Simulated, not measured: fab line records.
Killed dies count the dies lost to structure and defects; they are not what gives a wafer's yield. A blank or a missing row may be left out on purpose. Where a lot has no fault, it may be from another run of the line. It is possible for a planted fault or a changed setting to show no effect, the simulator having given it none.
2 desks, one fault / flow berkeleyCmos170 / every desk sees just its own numbers, and what lay behind them comes last

## AT THE TOOL OWNER'S DESK: krfScanner-02
The tool's own readings at UCB170_M2_EXPOSE_12 (exposes mask METAL2, target cd 700 nm): means of the sampled wafers that have a number, for each lot that ran on this tool. If a lot's mean is further than 4 standard deviations from the usual mean, the lot is out of limits and carries the mark OUT (the distance appears in the brackets).
Columns: A = exposureDoseMJCm2 at UCB170_M2_EXPOSE_12, usual 25.994
lot=L173; first seen here=day 9 17:20; A=26.047
lot=L181; first seen here=day 10 19:20; A=25.985
lot=L182; first seen here=day 11 07:02; A=25.955
lot=L186; first seen here=day 11 22:55; A=27.349 (+52) OUT
lot=L188; first seen here=day 12 13:58; A=27.051 (+41) OUT
This desk's verdict: out of limits on L186, L188, starting with L186 at day 11 22:55 (exposureDoseMJCm2 at UCB170_M2_EXPOSE_12). Within limits: L173, L181, L182.

## METROLOGY DESK
What the gauges read, lot by lot, whatever tool the lot ran on: means of the sampled wafers that have a number. If a lot's mean is further than 4 standard deviations from the usual mean, the lot is out of limits and carries the mark OUT (the distance appears in the brackets).
Columns: A = SILICIDE_TI_RS at UCB170_SILICIDE_RS_MEAS_02, usual 26.06 ohm/sq; B = cdNm at UCB170_M2_CD_MEAS_15, usual 699.8 nm; C = cdNm at UCB170_V2_CD_MEAS_90, usual 700.4 nm
lot=L172; first seen here=day 8 02:22; A=25.96; B=700.3; C=701.4
lot=L171; first seen here=day 8 06:20; A=25.80; B=698.8; C=700.0
lot=L175; first seen here=day 8 21:00; A=25.89; B=699.3; C=702.2
lot=L173; first seen here=day 8 21:23; A=26.13; B=699.1; C=699.2
lot=L174; first seen here=day 8 21:33; A=26.27; B=701.0; C=701.1
lot=L178; first seen here=day 9 15:03; A=26.01; B=702.1; C=698.8
lot=L177; first seen here=day 9 15:43; A=26.25; B=700.0; C=699.9
lot=L179; first seen here=day 9 21:47; A=26.32; B=699.6; C=700.2
lot=L181; first seen here=day 10 02:43; A=26.03; B=700.2; C=701.0
lot=L183; first seen here=day 10 15:01; A=25.86; B=699.9; C=702.7
lot=L182; first seen here=day 10 15:13; A=26.18; B=701.5; C=698.6
lot=L186; first seen here=day 11 01:49; A=26.51; B=689.7 (-8.4) OUT; C=700.2
lot=L188; first seen here=day 11 18:46; A=26.35; B=693.2 (-5.5) OUT; C=700.0
lot=L189; first seen here=day 11 19:01; A=26.21; B=698.4; C=700.8
This desk's verdict: out of limits on L186, L188, starting with L186 at day 11 23:25 (cdNm at UCB170_M2_CD_MEAS_15). Within limits: L172, L171, L175, L173, L174, L178, L177, L179, L181, L183, L182, L189.

## BROUGHT TOGETHER
On L186, L188, at day 11 22:55, an alarm was possible from the tool owner's desk.
L186, L188 would have let the metrology desk raise an alarm at day 11 23:25.
All the named lots went through UCB170_M2_EXPOSE_12 on krfScanner-02.

## WHAT THE SIMULATOR HAD PUT IN
Scanner matching overlay: krfScanner-02, from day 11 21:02 on, at UCB170_M2_EXPOSE_12. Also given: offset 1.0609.
Struck lots among those shown: L186, L188.
Delay (hours) between the fault's onset and each desk's first out-of-limits reading: 2 at the tool owner's desk, 2 at the metrology desk.
